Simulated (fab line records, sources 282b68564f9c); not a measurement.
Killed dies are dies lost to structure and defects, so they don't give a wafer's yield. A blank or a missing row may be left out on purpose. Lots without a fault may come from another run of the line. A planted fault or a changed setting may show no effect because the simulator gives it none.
Which tool did it? | flow rit_cmos | 14 lots, 42 wafers sampled, at 3 steps of a route of 202

WHAT THE GAUGES READ, wafer by wafer
RIT_SDANNEAL_RS_MEAS_04: measures by four-point-probe.
lot  | measured    | on            | PSD_RS (ohm/sq)
L315 | day 3 02:44 | film_metro-02 | 116.29 116.45 116.25
L317 | day 3 13:32 | film_metro-01 | 115.78 115.95 115.94
L319 | day 3 22:11 | film_metro-01 | 115.79 115.84 115.68
L320 | day 4 03:23 | film_metro-03 | 115.29 115.74 115.84
L321 | day 4 10:14 | film_metro-03 | 116.12 115.72 115.50
L322 | day 4 19:19 | film_metro-01 | 115.98 115.59 115.58
L323 | day 4 22:13 | film_metro-02 | 116.18 116.27 116.61
L324 | day 5 03:11 | film_metro-01 | 115.60 115.30 116.16
L326 | day 5 11:34 | film_metro-03 | 115.91 115.97 115.62
L328 | day 5 19:13 | film_metro-02 | 115.98 115.63 115.43
L330 | day 6 05:09 | film_metro-02 | 128.17 128.07 128.10
L331 | day 6 08:39 | film_metro-01 | 116.15 116.04 115.95
L332 | day 6 15:06 | film_metro-02 | 127.55 127.68 127.90
L337 | day 7 15:11 | film_metro-02 | 116.02 116.30 116.03

RIT_SDANNEAL_RS_MEAS_06: measures by four-point-probe.
lot  | measured    | on            | PLDD_RS (ohm/sq)
L315 | day 3 02:59 | film_metro-02 | 179.0 179.3 179.7
L317 | day 3 13:47 | film_metro-01 | 178.9 179.9 179.0
L319 | day 3 22:26 | film_metro-01 | 178.1 178.9 178.0
L320 | day 4 03:37 | film_metro-03 | 178.2 178.9 178.5
L321 | day 4 10:29 | film_metro-03 | 179.2 178.5 178.6
L322 | day 4 19:34 | film_metro-01 | 179.1 178.5 178.5
L323 | day 4 22:28 | film_metro-02 | 178.8 178.8 178.9
L324 | day 5 03:25 | film_metro-01 | 179.0 178.5 179.4
L326 | day 5 11:48 | film_metro-03 | 178.2 177.7 178.2
L328 | day 5 19:27 | film_metro-02 | 178.7 178.5 178.1
L330 | day 6 05:23 | film_metro-02 | 191.6 192.0 191.5
L331 | day 6 08:53 | film_metro-01 | 179.2 179.2 178.7
L332 | day 6 15:20 | film_metro-02 | 190.3 190.7 190.9
L337 | day 7 15:26 | film_metro-02 | 178.2 179.0 178.7

WHICH TOOL RAN EACH LOT (tool, then ch and the chambers of the sampled wafers, then the start)
lot  | RIT_SDANNEAL_RTA_03
L315 | rtp_anneal-02 ch 0, day 3 02:41
L317 | rtp_anneal-02 ch 0, day 3 13:28
L319 | rtp_anneal-02 ch 0, day 3 22:07
L320 | rtp_anneal-01 ch 0, day 4 03:19
L321 | rtp_anneal-02 ch 0, day 4 10:10
L322 | rtp_anneal-01 ch 0, day 4 19:15
L323 | rtp_anneal-02 ch 0, day 4 22:10
L324 | rtp_anneal-01 ch 0, day 5 03:07
L326 | rtp_anneal-01 ch 0, day 5 11:29
L328 | rtp_anneal-01 ch 0, day 5 19:08
L330 | rtp_anneal-02 ch 0, day 6 05:05
L331 | rtp_anneal-01 ch 0, day 6 08:35
L332 | rtp_anneal-02 ch 0, day 6 15:01
L337 | rtp_anneal-01 ch 0, day 7 15:08
- RIT_SDANNEAL_RTA_03: time 5 s.

WHAT THE TOOLS THEMSELVES READ (means of the sampled wafers that have a number; where no wafer has one, the mark that the record gives instead)
RIT_SDANNEAL_RTA_03.
lot  | tool          | anneal_temp_c_max | wafer_temp_C_max
L315 | rtp_anneal-02 | 1054.9            | 1054.3
L317 | rtp_anneal-02 | 1054.7            | 1052.0
L319 | rtp_anneal-02 | 1055.1            | 1053.9
L320 | rtp_anneal-01 | 1058.4            | 1052.6
L321 | rtp_anneal-02 | 1055.8            | 1053.1
L322 | rtp_anneal-01 | 1057.7            | 1053.2
L323 | rtp_anneal-02 | 1054.4            | 1052.7
L324 | rtp_anneal-01 | 1057.0            | 1054.5
L326 | rtp_anneal-01 | 1058.9            | 1053.7
L328 | rtp_anneal-01 | 1058.7            | 1053.9
L330 | rtp_anneal-02 | 1054.7            | 1053.3
L331 | rtp_anneal-01 | 1057.8            | 1054.5
L332 | rtp_anneal-02 | 1055.2            | 1053.5
L337 | rtp_anneal-01 | 1059.2            | 1054.2

THE ANSWER, worked out from the rows above alone
Rule: what is usual is taken from the lots themselves. Put in order of their means at a reading, lots are off if they are a third of the lots or fewer, leave a main group of 4 or more, and stand apart from it by a gap of 3 or more times the standard deviation of the main group's means; of several such gaps the widest counts. A main group whose means are all the same, to the digits that the tables above print for the reading, isn't used. A lot without any number at a reading at which 4 lots or more have one is off too. The other lots that the step has rows for count as sound. The gauges are gone through in route order, then the tools' own readings, and for those a lot's mean is taken as printed above. The first step at which some lot is off is used, and at that step the reading that is off furthest; a lot without a number counts as furthest.
Off: L330, L332, at RIT_SDANNEAL_RS_MEAS_04 (PSD_RS). The main group: mean 115.90 ohm/sq, standard deviation 0.24.
A tool fits if, at a process step before that reading, it ran every lot that is off, and no sound lot after the first of them. The gauges at RIT_SDANNEAL_RS_MEAS_04 are tried like those tools. One fits: rtp_anneal-02 at RIT_SDANNEAL_RTA_03. Its last sound lot is L323 (day 4 22:10), its first lot that is off L330 (day 6 05:05): a fault that began between those two fits.

WHAT THE SIMULATOR HAD PUT IN
Process parameter drift: rtp_anneal-02, from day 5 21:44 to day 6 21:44, at RIT_SDANNEAL_RTA_03. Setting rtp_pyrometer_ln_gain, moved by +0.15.
Lots struck among those shown: L330, L332. The rule above found the same.
